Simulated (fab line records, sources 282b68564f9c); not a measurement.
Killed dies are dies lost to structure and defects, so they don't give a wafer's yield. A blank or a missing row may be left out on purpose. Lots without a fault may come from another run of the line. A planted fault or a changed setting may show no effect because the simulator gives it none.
fab line records | flow rit_cmos
record lots=5 wafers=15 last_day=6
route steps=202 shown PSD@150 SDANNEAL@153 NSD@158 PLDD@159 NLDD@160 SILICIDE@161 M1@202
lots that met no fault: from a run of the same line without faults
start_h: hours from the record's first day to the start of the lot's first wafer shown | wait_h: hours since the lot's step before | " the same as in the row above | L1.1+2: a row that stands for several wafers | - no value, or no start given | * or withheld: withheld | < > ~ a bound
route shown NAME@n: a module of which the file shows steps, and the number in the route of the first | usual: mean/standard deviation of fault-free wafers | same: alike in all rows | chamber/n: place in a boat | sites: the reading at each site | _std_site: their standard deviation | _edge_site: outer sites' mean less inner sites' | radius_mm: how far each site lies from the wafer's centre | mask NAME#n: copy n | behind: the tool/chamber that last shaped the wafer | hold: why the lot was held/for how many hours/how that ended | device: the transistor (n, p or np) that didn't switch | end of line: the same wafers' tests at the end of the route | a step without rows: its recipe alone | killed: dies lost to structure and defects at the first sort, not the wafer's yield | map: a wafer's dies, x killed, . not, _ none there
set.NAME: the setting as run; set.NAME@STEP: as run at that earlier step | model.NAME: the simulator's own value behind a step, which no gauge read
lots at some steps of the route; a table a step, a row a wafer
services: from which hour (start_h, from the record's first day; less than 0 if before it) a tool's chamber was out of use, for how many hours, and why
## steps
# step RIT_PSD_IMPLANT_08
# recipe species=BF2 energy_kev=27 dose_cm2=5e+15 tilt_deg=7
# step RIT_PSD_STRIP_09
# recipe chemistry=O2 time_s=180 resist=NOVOLAK platen_temp_c=withheld power_w=500 pressure_mtorr=4000 o2_flow_sccm=4000
# usual chamber_pressure_mTorr=4000/3.9 drypump_motor_current_A=5.9/0.53
# columns lot.wafer tool chamber start_h wait_h chamber_pressure_mTorr drypump_motor_current_A rf_hours_counter_h
L179.2 plasma_asher-02 0 60.18 0.1 3995 5.9 43
L179.5 " 1 " " 3999 5.9 -
L179.6 " 0 " " 3999 5.9 -
L182.1 plasma_asher-01 1 78.41 0.1 3997 6.6 30
L182.4 " 1 " " 4000 6.6 -
L182.6 " 0 " " 4006 4.9 -
L189.1 plasma_asher-02 0 113.87 0.1 4002 5.8 49
L189.2 " 1 " " 4002 5.9 49
L189.3 " 1 " " 3997 5.9 -
L190.1 plasma_asher-01 1 118.94 0.1 3999 6.6 32
L190.2 " 0 " " 3999 4.9 32
L190.6 " 1 " " 4005 6.6 -
L193.2 plasma_asher-02 1 131.82 0.1 4002 5.9 52
L193.4 " 1 " " 3999 5.9 -
L193.5 " 0 " " 3994 5.8 -
# step RIT_PSD_TW_MEAS_10
# usual PSD_TW=3423/26
# columns lot.wafer tool chamber start_h wait_h PSD_TW
L179.2 film_metro-04 - 60.37 0.1 3405
L179.5 " - " " 3442
L179.6 " - " " 3415
L182.1 film_metro-02 - 78.59 0.1 3421
L182.4 " - " " 3457
L182.6 " - " " 3432
L189.1 film_metro-02 - 114.05 0.1 3439
L189.2 " - " " 3440
L189.3 " - " " 3442
L190.1 film_metro-02 - 119.12 0.1 3422
L190.2 " - " " 3442
L190.6 " - " " 3440
L193.2 film_metro-02 - 132.01 0.1 3453
L193.4 " - " " 3475
L193.5 " - " " 3463
# step RIT_SDANNEAL_CLEAN_00
# recipe chemistry=SC1 mix=3:3:50 time_s=600 temp_c=75
# step RIT_SDANNEAL_CLEAN_01
# recipe chemistry=dHF dilution=50:1 time_s=30
# step RIT_SDANNEAL_CLEAN_02
# recipe chemistry=SC2 mix=3:3:50 time_s=600 temp_c=75 dry=n2_spin
# step RIT_SDANNEAL_RTA_03
# recipe temp_c=1050 time_s=5 idle_temp_c=600 ramp_up_c_per_s=342 ramp_down_c_per_s=171 cool_to_c=600 ambient=N2
# usual wafer_temp_C_max=1053.5/1.2
# columns lot.wafer tool chamber start_h wait_h wafer_temp_C_max
L179.2 rtp_anneal-01 0 60.82 0.0 1053.2
L179.5 " 0 " " 1051.8
L179.6 " 0 " " 1053.7
L182.1 rtp_anneal-02 0 79.02 0.0 1055.6
L182.4 " 0 " " 1053.3
L182.6 " 0 " " 1054.2
L189.1 rtp_anneal-01 0 114.47 0.0 1054.3
L189.2 " 0 " " 1053.4
L189.3 " 0 " " 1051.5
L190.1 rtp_anneal-02 0 119.55 0.0 1054.1
L190.2 " 0 " " 1055.9
L190.6 " 0 " " 1053.9
L193.2 rtp_anneal-01 0 132.43 0.0 1052.9
L193.4 " 0 " " 1052.7
L193.5 " 0 " " 1054.4
# step RIT_SDANNEAL_RS_MEAS_04
# recipe thk_meas_gauge=four-point-probe
# usual PSD_RS=115.7/0.36
# columns lot.wafer tool chamber start_h wait_h PSD_RS[ohm/sq]
L179.2 film_metro-03 - 60.89 0.1 115.4
L179.5 " - " " 115.5
L179.6 " - " " 115.1
L182.1 film_metro-04 - 79.07 0.0 115.6
L182.4 " - " " 115.6
L182.6 " - " " 115.5
L189.1 film_metro-03 - 114.53 0.0 115.5
L189.2 " - " " 115.3
L189.3 " - " " 115.4
L190.1 film_metro-02 - 119.61 0.0 115.6
L190.2 " - " " 116.1
L190.6 " - " " 115.9
L193.2 film_metro-02 - 132.50 0.1 115.5
L193.4 " - " " 115.9
L193.5 " - " " 116.0
# step RIT_SDANNEAL_RS_MEAS_05
# recipe thk_meas_gauge=four-point-probe
# usual NSD_RS=84.49/0.26
# columns lot.wafer tool chamber start_h wait_h NSD_RS[ohm/sq]
L179.2 film_metro-03 - 61.01 0.1 84.22
L179.5 " - " " 84.27
L179.6 " - " " 84.31
L182.1 film_metro-04 - 79.19 0.1 84.64
L182.4 " - " " 84.66
L182.6 " - " " 84.65
L189.1 film_metro-03 - 114.65 0.1 84.59
L189.2 " - " " 84.23
L189.3 " - " " 84.49
L190.1 film_metro-02 - 119.73 0.1 84.51
L190.2 " - " " 84.21
L190.6 " - " " 84.94
L193.2 film_metro-02 - 132.62 0.1 84.44
L193.4 " - " " 84.91
L193.5 " - " " 84.64
# step RIT_SDANNEAL_RS_MEAS_06
# recipe thk_meas_gauge=four-point-probe
# usual PLDD_RS=178.4/0.57
# columns lot.wafer tool chamber start_h wait_h PLDD_RS[ohm/sq]
L179.2 film_metro-03 - 61.13 0.1 179.1
L179.5 " - " " 178.0
L179.6 " - " " 178.5
L182.1 film_metro-04 - 79.31 0.1 177.9
L182.4 " - " " 177.9
L182.6 " - " " 177.6
L189.1 film_metro-03 - 114.77 0.1 178.0
L189.2 " - " " 177.5
L189.3 " - " " 177.7
L190.1 film_metro-02 - 119.85 0.1 178.9
L190.2 " - " " 178.5
L190.6 " - " " 178.6
L193.2 film_metro-02 - 132.74 0.1 178.2
L193.4 " - " " 179.3
L193.5 " - " " 178.5
# step RIT_SDANNEAL_RS_MEAS_07
# recipe thk_meas_gauge=four-point-probe
# usual NLDD_RS=151.6/0.58
# columns lot.wafer tool chamber start_h wait_h NLDD_RS[ohm/sq]
L179.2 film_metro-03 - 61.25 0.1 151.2
L179.5 " - " " 151.5
L179.6 " - " " 151.2
L182.1 film_metro-04 - 79.43 0.1 152.7
L182.4 " - " " 152.4
L182.6 " - " " 152.1
L189.1 film_metro-03 - 114.89 0.1 150.9
L189.2 " - " " 151.3
L189.3 " - " " 150.9
L190.1 film_metro-02 - 119.97 0.1 152.5
L190.2 " - " " 152.7
L190.6 " - " " 152.3
L193.2 film_metro-02 - 132.86 0.1 151.5
L193.4 " - " " 151.7
L193.5 " - " " 152.0
# step RIT_SILICIDE_WET_ETCH_00
# recipe chemistry=BOE target=SiO2 target_depth_nm=14 time_s=15 dry=n2_spin dilution=10:1 temp_c=21.5
# step RIT_SILICIDE_SPUTTER_01
# recipe material=Ti target_thk_nm=30 power_w=350 chamber_pressure_pa=0.667 gas=Ar time_s=240 substrate_temp_c=25
# usual cathode_dc_power_W=350.00/0.061 throttle_valve_pct=30.0/1.1
# columns lot.wafer tool chamber start_h wait_h cathode_dc_power_W throttle_valve_pct model.Ti_of_SILICIDE_SPUTTER_01.thk_nm
L179.2 pvd_sputter-02 - 61.37 0.0 349.95 31.0 30.28
L179.5 " - " " 349.92 29.5 29.93
L179.6 " - " " 350.07 30.7 30.31
L182.1 pvd_sputter-04 - 79.57 0.0 349.95 29.6 29.67
L182.4 " - " " 349.98 29.6 29.48
L182.6 " - " " 350.12 29.7 29.49
L189.1 pvd_sputter-02 - 115.02 0.0 349.96 31.2 29.92
L189.2 " - " " 350.00 31.0 30.26
L189.3 " - " " 349.99 28.9 29.93
L190.1 pvd_sputter-04 - 120.10 0.0 350.04 30.2 29.78
L190.2 " - " " 349.96 30.1 40.24
L190.6 " - " " 350.07 30.2 40.32
L193.2 pvd_sputter-02 - 132.98 0.0 349.96 31.2 29.96
L193.4 " - " " 350.03 31.1 29.96
L193.5 " - " " 350.10 31.4 29.87
# step RIT_SILICIDE_RS_MEAS_02
# recipe thk_meas_gauge=four-point-probe reads=Ti_of_SILICIDE_SPUTTER_01
# usual SILICIDE_TI_RS=47.8/0.61
# columns lot.wafer tool chamber start_h wait_h SILICIDE_TI_RS[ohm/sq]
L179.2 film_metro-02 - 61.54 0.1 47.2
L179.5 " - " " 48.0
L179.6 " - " " 47.2
L182.1 film_metro-01 - 79.72 0.1 48.5
L182.4 " - " " 48.9
L182.6 " - " " 49.0
L189.1 film_metro-01 - 115.17 0.1 48.1
L189.2 " - " " 47.3
L189.3 " - " " 48.0
L190.1 film_metro-01 - 120.25 0.1 48.2
L190.2 " - " " 33.3
L190.6 " - " " 33.2
L193.2 film_metro-01 - 133.15 0.1 47.9
L193.4 " - " " 47.8
L193.5 " - " " 48.2
# step RIT_SILICIDE_THK_MEAS_03
# recipe thk_meas_gauge=xrf reads=Ti_of_SILICIDE_SPUTTER_01
# usual SILICIDE_TI_THK=29.79/0.3
# columns lot.wafer tool chamber start_h wait_h SILICIDE_TI_THK[nm]
L179.2 film_metro-02 - 61.65 0.1 29.81
L179.5 " - " " 29.74
L179.6 " - " " 30.14
L182.1 film_metro-01 - 79.84 0.1 29.47
L182.4 " - " " 29.22
L182.6 " - " " 29.29
L189.1 film_metro-01 - 115.29 0.1 29.46
L189.2 " - " " 29.93
L189.3 " - " " 29.56
L190.1 film_metro-01 - 120.37 0.1 29.50
L190.2 " - " " 39.99
L190.6 " - " " 40.10
L193.2 film_metro-01 - 133.26 0.1 29.60
L193.4 " - " " 29.67
L193.5 " - " " 29.57
# step RIT_SILICIDE_RTA_04
# recipe temp_c=650 time_s=10 idle_temp_c=25 ramp_up_s=5 ramp_down_s=5 cool_to_c=25 ambient=N2
# usual wafer_temp_C_max=652.0/0.42
# columns lot.wafer tool chamber start_h wait_h wafer_temp_C_max
L179.2 rtp_anneal-02 0 61.71 0.1 652.0
L179.5 " 0 " " 651.8
L179.6 " 0 " " 651.6
L182.1 rtp_anneal-01 0 79.90 0.1 651.5
L182.4 " 0 " " 652.5
L182.6 " 0 " " 651.7
L189.1 rtp_anneal-02 0 115.35 0.1 651.9
L189.2 " 0 " " 651.6
L189.3 " 0 " " 652.2
L190.1 rtp_anneal-01 0 120.43 0.1 652.5
L190.2 " 0 " " 651.5
L190.6 " 0 " " 652.2
L193.2 rtp_anneal-02 0 133.32 0.1 652.9
L193.4 " 0 " " 652.7
L193.5 " 0 " " 652.4
# step RIT_M1_PROBE_99
# usual killed_at_contacts=0.1/0.3 killed_at_front_end=6.9/2.9 killed_dies=7.0/2.9 killed_open=3.3/2 killed_short=3.7/2
# same gross_dies=264 killed_at_M0_to_M3=0 killed_at_M4_up=0 killed_at_back_side=0 killed_at_other=0
# columns lot.wafer tool chamber start_h wait_h killed_at_contacts killed_at_front_end killed_dies killed_open killed_short model.etest.npoly_line.line_ohm_um model.etest.ppoly_line.line_ohm_um model.etest.contact_pplus.end_ohm_um model.etest.contact_nplus.end_ohm_um model.etest.npoly_line.width_nm model.etest.ppoly_line.width_nm model.etest.npoly_line.rs_ohm_sq model.etest.ppoly_line.rs_ohm_sq
L179.2 prober-01 - 68.34 0.1 0 10 10 4 6 164.3 158.3 43.93 42.44 103 103.8 16.82 16.32
L179.5 prober-01 - 68.49 0.2 0 4 4 4 0 161.5 156.1 42.56 43.26 105.9 105.3 16.9 16.44
L179.6 prober-01 - 68.54 0.2 0 5 5 2 3 161.7 155.8 44.3 42.52 103.4 104.3 16.99 16.38
L182.1 prober-02 - 86.31 0.1 0 7 7 3 4 170.1 161.3 46.08 40.6 102.2 102.8 17.11 16.6
L182.4 prober-02 - 86.46 0.2 0 7 7 6 1 167.3 160.7 42.73 40.85 103.5 104.2 17.18 16.75
L182.6 prober-02 - 86.56 0.2 0 4 4 1 3 174 167.3 43.86 41.03 100 100 17.22 16.79
L189.1 prober-02 - 122.04 0.1 0 9 9 4 5 160.8 157.4 43.69 39.85 104 104.6 17.01 16.51
L189.2 prober-02 - 122.09 0.1 1 6 7 3 4 161.5 159.4 42.35 40.84 103.9 103.7 16.92 16.4
L189.3 prober-02 - 122.14 0.2 0 10 10 3 7 169.4 162.4 42.64 40.13 101 101.3 17 16.57
L190.1 prober-01 - 127.16 0.1 0 6 6 3 3 163.7 158.9 43.96 42.64 101.9 103 17.04 16.48
L190.2 prober-01 - 127.21 0.1 0 11 11 2 9 148.3 147 61.25 56.13 94.96 95.36 14.01 13.7
L190.6 prober-01 - 127.41 0.2 0 10 10 5 5 144.6 141 62.64 58.47 97.19 96.75 14.17 13.74
L193.2 prober-02 - 139.83 0.1 0 8 8 3 5 164.2 157.6 43.12 42.01 103.2 103.7 16.96 16.45
L193.4 prober-02 - 139.93 0.2 0 6 6 2 4 165.2 159.2 44.94 42.28 102.9 104.2 16.91 16.38
L193.5 prober-02 - 139.98 0.2 1 1 2 1 1 164.7 159.8 44.13 42.22 102.7 103.6 17 16.63
# killed by level:class
L179.2 GATE:geometric_particle:short=4 SPACER:geometric_particle:short=2 FOX1:geometric_particle:open=1 FOX2:geometric_particle:open=1 GATE:geometric_particle:open=1 SILICIDE:geometric_particle:open=1
L179.5 FOX1:geometric_particle:open=2 GATE:geometric_particle:open=1 SPACER:geometric_particle:open=1
L179.6 REOX:geometric_particle:open=2 GATE:geometric_particle:short=1 REOX:geometric_particle:short=1 SILICIDE:geometric_particle:short=1
L182.1 GATE:geometric_particle:short=3 SPACER:geometric_particle:open=2 FOX1:geometric_particle:open=1 SILICIDE:geometric_particle:short=1
L182.4 GATE:geometric_particle:open=4 FOX1:geometric_particle:open=1 GATE:geometric_particle:short=1 REOX:geometric_particle:open=1
L182.6 FOX2:geometric_particle:short=1 GATE:geometric_particle:short=1 REOX:geometric_particle:short=1 SPACER:geometric_particle:open=1
L189.1 GATE:geometric_particle:open=3 GATE:geometric_particle:short=2 FOX1:geometric_particle:short=1 REOX:geometric_particle:short=1 SPACER:geometric_particle:short=1 SILICIDE:geometric_particle:open=1
L189.2 GATE:geometric_particle:short=3 SPACER:geometric_particle:open=2 GATE:geometric_particle:open=1 CONTACT:geometric_particle:short=1
L189.3 GATE:geometric_particle:short=3 REOX:geometric_particle:short=3 REOX:geometric_particle:open=2 GATE:geometric_particle:open=1 SILICIDE:geometric_particle:short=1
L190.1 GATE:geometric_particle:short=2 GATE:geometric_particle:open=1 REOX:geometric_particle:short=1 REOX:geometric_particle:open=1 SPACER:geometric_particle:open=1
L190.2 REOX:geometric_particle:short=5 GATE:geometric_particle:short=4 GATE:geometric_particle:open=1 SILICIDE:geometric_particle:open=1
L190.6 GATE:geometric_particle:open=3 FOX1:geometric_particle:short=1 FOX1:geometric_particle:open=1 GATE:geometric_particle:short=1 REOX:geometric_particle:short=1 SPACER:geometric_particle:short=1 SILICIDE:geometric_particle:open=1 SILICIDE:geometric_particle:short=1
L193.2 GATE:geometric_particle:short=2 FOX1:geometric_particle:open=1 FOX2:geometric_particle:short=1 FOX2:geometric_particle:open=1 GATE:geometric_particle:open=1 SPACER:geometric_particle:short=1 SILICIDE:geometric_particle:short=1
L193.4 GATE:geometric_particle:short=2 FOX2:geometric_particle:short=1 FOX2:geometric_particle:open=1 SILICIDE:geometric_particle:short=1 SILICIDE:geometric_particle:open=1
L193.5 FOX2:geometric_particle:short=1 CONTACT:geometric_particle:open=1
## services
# columns tool chamber start_h hours kind
plasma_asher-02 - 46.64 0.4 repair
plasma_asher-01 - 78.99 1.2 repair
plasma_asher-01 - 101.44 14.6 pm
plasma_asher-02 - 103.31 2.4 repair
## key
first_sign step=RIT_SILICIDE_RS_MEAS_02 reading=SILICIDE_TI_RS direction=down sigmas=24 usual=47.8 struck=33.2
effect step=RIT_SILICIDE_THK_MEAS_03 reading=SILICIDE_TI_THK direction=up sigmas=34 usual=29.79 struck=40.04
model_effect step=RIT_SILICIDE_SPUTTER_01 value=Ti_of_SILICIDE_SPUTTER_01.thk_nm without=30.01 struck=40.28
model_effect step=RIT_M1_PROBE_99 value=etest.npoly_line.line_ohm_um without=165.7 struck=146.4
met_at RIT_SILICIDE_SPUTTER_01
struck_wafers L190.2,L190.6
tester_left_out L190
fault kind=process_parameter_drift tool=pvd_sputter-04 chamber=- onset_h=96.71 steps=RIT_SILICIDE_SPUTTER_01 channel=target_thk_nm offset=10.277 shape=step end_h=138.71 acts_in=these_recipes_only stated=30 scope=struck_wafers_only
# tester_left_out: of these lots the tester's yield and bins aren't shown, on N5 and GAA mostly nor the transistor test; their killed dies are dies lost to structure and defects alone, not to doping, threshold or leakage, so they don't give the yield
